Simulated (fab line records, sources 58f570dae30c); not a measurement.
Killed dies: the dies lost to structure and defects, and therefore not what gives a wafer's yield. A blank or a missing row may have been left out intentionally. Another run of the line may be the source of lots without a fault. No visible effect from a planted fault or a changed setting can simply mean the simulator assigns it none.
2 desks, one fault :: flow berkeleyCmos170 :: every desk sees just its own numbers, and what lay behind them comes last

== THE METROLOGY DESK ==
Lot by lot, what the gauges showed, no matter which tool ran the lot: averages of those sampled wafers that carry a number. A lot is out of limits, marked OUT, if its mean lies more than 4 standard deviations from the usual mean; the brackets give that distance.
Columns: A = PWELL_NITRIDE_THK at UCB170_PWELL_THK_MEAS_06, usual 220.3 nm; B = ACTIVE_OXIDE_THK at UCB170_ACTIVE_THK_MEAS_03, usual 26.6 nm; C = GATE_OVL at UCB170_GATE_OVL_MEAS_13, usual 1 nm; D = cdNm at UCB170_NLDD_CD_MEAS_06, usual 1200.0 nm
lot: L337
first seen here: day 2 18:47
A: 220.8
B: 26.7
C: -2
D: 1197.9

lot: L339
first seen here: day 3 05:13
A: 216.9
B: 26.9
C: -4
D: 1200.0

lot: L340
first seen here: day 3 08:50
A: 218.6
B: 26.8
C: 4
D: 1199.5

lot: L341
first seen here: day 3 14:52
A: 221.5
B: 27.3
C: 1
D: 1198.6

lot: L344
first seen here: day 4 05:05
A: 221.4
B: 26.8
C: 1
D: 1199.0

lot: L346
first seen here: day 4 13:50
A: 164.3 (-25) OUT
B: 27.3
C: 3
D: 1200.4

lot: L345
first seen here: day 4 13:50
A: 161.0 (-27) OUT
B: 27.9
C: 1
D: 1200.2

lot: L351
first seen here: day 5 15:20
A: 221.6
B: 26.7
C: 2
D: 1200.0

lot: L354
first seen here: day 6 07:16
A: 219.9
B: 26.4
C: -1
D: 1200.4

lot: L356
first seen here: day 6 21:01
A: 219.8
B: 26.6
C: 0
D: 1201.0

lot: L357
first seen here: day 7 07:00
A: 223.6
B: 26.3
C: -2
D: 1200.7

lot: L358
first seen here: day 7 13:43
A: 219.1
B: 26.4
C: 2
D: 1199.6

lot: L359
first seen here: day 7 13:44
A: 218.0
B: 26.2
C: -0
D: 1200.1

lot: L360
first seen here: day 7 23:41
A: 217.9
B: 26.7
C: -2
D: 1200.5
This desk's result: L345, L346 out of limits, first on L346 (PWELL_NITRIDE_THK at UCB170_PWELL_THK_MEAS_06), day 4 13:50. L337, L339, L340, L341, L344, L351, L354, L356, L357, L358, L359, L360 stayed within limits.

== TOOL OWNER'S DESK, lpcvd-02 ==
The tool's own readings at UCB170_PWELL_CVD_05 (deposits Si3N4 from SiH2Cl2/NH3, target thk 220 nm, time 3300 s): means of the sampled wafers that have a number, for each lot that ran on this tool. A lot is out of limits, marked OUT, if its mean lies more than 4 standard deviations from the usual mean; the brackets give that distance.
Columns: A = spikeTcCentreC at UCB170_PWELL_CVD_05, usual 803.2 C; B = spikeTcLoadC at UCB170_PWELL_CVD_05, usual 825.4 C; C = spikeTcSourceC at UCB170_PWELL_CVD_05, usual 822.5 C; D = susceptorTempC at UCB170_PWELL_CVD_05, usual 799.9 C; E = zonePowerSourcePct at UCB170_PWELL_CVD_05, usual 20.5 %
lot: L337
first seen here: day 2 16:51
A: 802.2
B: 818.6
C: 818.6
D: 799.8
E: 24.3

lot: L339
first seen here: day 3 03:17
A: 806.5
B: 825.4
C: 823.6
D: 800.0
E: 20.2

lot: L341
first seen here: day 3 12:57
A: 804.7
B: 825.3
C: 822.5
D: 800.6
E: 20.1

lot: L345
first seen here: day 4 10:57
A: 785.7 (-8.8) OUT
B: 802.4 (-8.9) OUT
C: 801.4 (-12) OUT
D: 782.9 (-49) OUT
E: 23.3

lot: L346
first seen here: day 4 10:57
A: 788.1 (-7.6) OUT
B: 808.6 (-6.4) OUT
C: 806.1 (-9.7) OUT
D: 782.8 (-49) OUT
E: 19.3

lot: L358
first seen here: day 7 11:49
A: 806.1
B: 825.7
C: 822.4
D: 799.9
E: 20.3

lot: L359
first seen here: day 7 11:49
A: 805.8
B: 824.8
C: 822.8
D: 799.9
E: 20.2
This desk finds L345, L346 out of limits, L345 being first, at day 4 10:57 (spikeTcCentreC at UCB170_PWELL_CVD_05). L337, L339, L341, L358, L359 stayed within limits.

== PUT TOGETHER ==
On L345, L346, at day 4 10:57, an alarm was possible from the tool owner's desk.
L345, L346 would have let the metrology desk raise an alarm at day 4 13:50.
Every lot named ran UCB170_PWELL_CVD_05 on lpcvd-02.

== WHAT WAS PUT IN BY THE SIMULATOR ==
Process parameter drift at UCB170_PWELL_CVD_05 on lpcvd-02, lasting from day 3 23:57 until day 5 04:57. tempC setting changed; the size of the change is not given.
Shown lots that were struck: L345, L346.
Delay (hours) between the fault's onset and each desk's first out-of-limits reading: 11 at the tool owner's desk, 14 at the metrology desk.
